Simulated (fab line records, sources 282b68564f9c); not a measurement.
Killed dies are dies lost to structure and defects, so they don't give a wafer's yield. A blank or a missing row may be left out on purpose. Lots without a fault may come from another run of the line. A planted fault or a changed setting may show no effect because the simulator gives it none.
One fault seen from 2 desks | flow rit_cmos | each desk has only its own numbers; what lay behind them comes last

THE METROLOGY DESK
What the gauges read, lot by lot, whatever tool the lot ran on: means of the sampled wafers that have a number. A lot is out of limits, marked OUT, if its mean lies more than 4 standard deviations from the usual mean; the brackets give that distance.
Columns: A = CONTACT_TEOS_THK at RIT_CONTACT_THK_MEAS_01, usual 399 nm; B = cd_nm at RIT_CONTACT_CD_MEAS_08, usual 1000.1 nm; C = CONTACT_OVL at RIT_CONTACT_OVL_MEAS_09, usual 0.7 nm
lot  | first seen here | A   | B      | C
L657 | day 3 14:34     | 404 | 999.7  | 2.7
L658 | day 3 18:50     | 400 | 1000.5 | 0.0
L668 | day 5 19:56     | 395 | 999.7  | -0.8
L669 | day 6 00:49     | 391 | 1000.3 | 2.3
L673 | day 6 20:29     | 398 | 1000.8 | -1.4
L676 | day 7 13:17     | 404 | 998.5  | 2.5
This desk's finding: nothing out of limits on any of the 6 lots.

THE TOOL OWNER'S DESK: rie_diel-01
The tool's own readings at RIT_CONTACT_ETCH_11 (etches SiO2 in CHF3/CF4/Ar, stops on TiSi2, target depth 480 nm, time 320 s): means of the sampled wafers that have a number, for each lot that ran on this tool. A lot is out of limits, marked OUT, if its mean lies more than 4 standard deviations from the usual mean; the brackets give that distance.
Columns: A = cf4_flow_sccm at RIT_CONTACT_ETCH_11, usual 10.00 sccm; B = drypump_motor_current_A at RIT_CONTACT_ETCH_11, usual 5.8 A; C = oes_product_au at RIT_CONTACT_ETCH_11, usual 0.995 a.u.; D = run_length_s at RIT_CONTACT_ETCH_11, usual 348.3 s; E = throttle_valve_pct at RIT_CONTACT_ETCH_11, usual 8.90 %
lot  | first seen here | A     | B   | C     | D               | E
L657 | day 3 16:04     | 10.00 | 5.9 | 1.010 | 348.6           | 8.83
L668 | day 5 21:23     | 9.97  | 5.8 | 0.997 | 367.4 (+41) OUT | 8.97
L669 | day 6 02:16     | 9.98  | 6.1 | 0.994 | 367.9 (+43) OUT | 9.03
This desk's finding: out of limits on L668, L669; first on L668, day 5 21:23 (run_length_s at RIT_CONTACT_ETCH_11). In limits: L657.

PUT TOGETHER
The tool owner's desk could have raised an alarm at day 5 21:23, on L668, L669.
The metrology desk saw nothing out of limits.
The metrology desk has L668, L669 on record, within its limits.
Of the lots named, all ran RIT_CONTACT_ETCH_11 on rie_diel-01.

WHAT THE SIMULATOR HAD PUT IN
Process parameter drift: rie_diel-01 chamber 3, from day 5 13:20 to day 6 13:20, at RIT_CONTACT_ETCH_11. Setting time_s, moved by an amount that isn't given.
Lots struck among those shown: L668, L669.
Hours from the fault's start to each desk's first reading out of limits: the tool owner's desk, 8.
